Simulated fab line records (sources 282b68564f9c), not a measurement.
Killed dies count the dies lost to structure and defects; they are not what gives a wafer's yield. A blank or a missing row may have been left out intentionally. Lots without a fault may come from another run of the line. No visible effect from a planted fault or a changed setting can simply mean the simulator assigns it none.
One fault through the eyes of 2 desks / flow ritCmos / numbers are kept per desk, each desk with only its own; the story behind them comes last

== TOOL OWNER'S DESK, pecvd-01 ==
The tool's own readings at RIT_CONTACT_CVD_00 (deposits SiO2 from TEOS, target thk 400 nm, time 61 s): means of the sampled wafers that have a number, for each lot that ran on this tool. Any lot whose mean is over 4 standard deviations away from the usual mean is out of limits and marked OUT; that distance is given in the brackets.
Columns: A = heaterPowerW at RIT_CONTACT_CVD_00, usual 307 W; B = runLengthS at RIT_CONTACT_CVD_00, usual 88.7 s
lot=L172; first seen here=day 4 21:54; A=326; B=88.6
lot=L175; first seen here=day 5 10:14; A=296; B=88.4
lot=L178; first seen here=day 6 00:26; A=349; B=88.7
lot=L181; first seen here=day 6 18:10; A=368; B=79.8 (-21) OUT
lot=L184; first seen here=day 7 07:46; A=357; B=79.9 (-21) OUT
This desk finds L181, L184 out of limits, L181 being first, at day 6 18:10 (runLengthS at RIT_CONTACT_CVD_00). Within limits: L172, L175, L178.

== AT THE METROLOGY DESK ==
What the gauges read for every lot (on any tool): the sampled wafers with a number, averaged. Any lot whose mean is over 4 standard deviations away from the usual mean is out of limits and marked OUT; that distance is given in the brackets.
Columns: A = CONTACT_TEOS_THK at RIT_CONTACT_THK_MEAS_01, usual 401 nm
lot=L165; first seen here=day 3 03:11; A=407
lot=L167; first seen here=day 3 18:47; A=404
lot=L170; first seen here=day 4 07:50; A=405
lot=L171; first seen here=day 4 17:14; A=404
lot=L172; first seen here=day 4 21:57; A=410
lot=L174; first seen here=day 5 02:10; A=401
lot=L175; first seen here=day 5 10:17; A=404
lot=L176; first seen here=day 5 14:43; A=406
lot=L178; first seen here=day 6 00:31; A=400
lot=L179; first seen here=day 6 06:45; A=405
lot=L181; first seen here=day 6 18:15; A=354 (-7.8) OUT
lot=L184; first seen here=day 7 07:50; A=346 (-9.1) OUT
lot=L185; first seen here=day 7 11:08; A=400
lot=L188; first seen here=day 8 01:50; A=401
This desk's result: L181, L184 out of limits, first on L181 (CONTACT_TEOS_THK at RIT_CONTACT_THK_MEAS_01), day 6 18:15. Within limits: L165, L167, L170, L171, L172, L174, L175, L176, L178, L179, L185, L188.

== BROUGHT TOGETHER ==
On L181, L184, at day 6 18:10, an alarm was possible from the tool owner's desk.
The metrology desk could have raised an alarm at day 6 18:15, on L181, L184.
Every lot named ran RIT_CONTACT_CVD_00 on pecvd-01.

== WHAT THE SIMULATOR HAD PUT IN ==
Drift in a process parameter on pecvd-01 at RIT_CONTACT_CVD_00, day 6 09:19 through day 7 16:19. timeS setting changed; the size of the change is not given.
Shown lots that were struck: L181, L184.
Delay (hours) between the fault's onset and each desk's first out-of-limits reading: 9 at the tool owner's desk, 9 at the metrology desk.
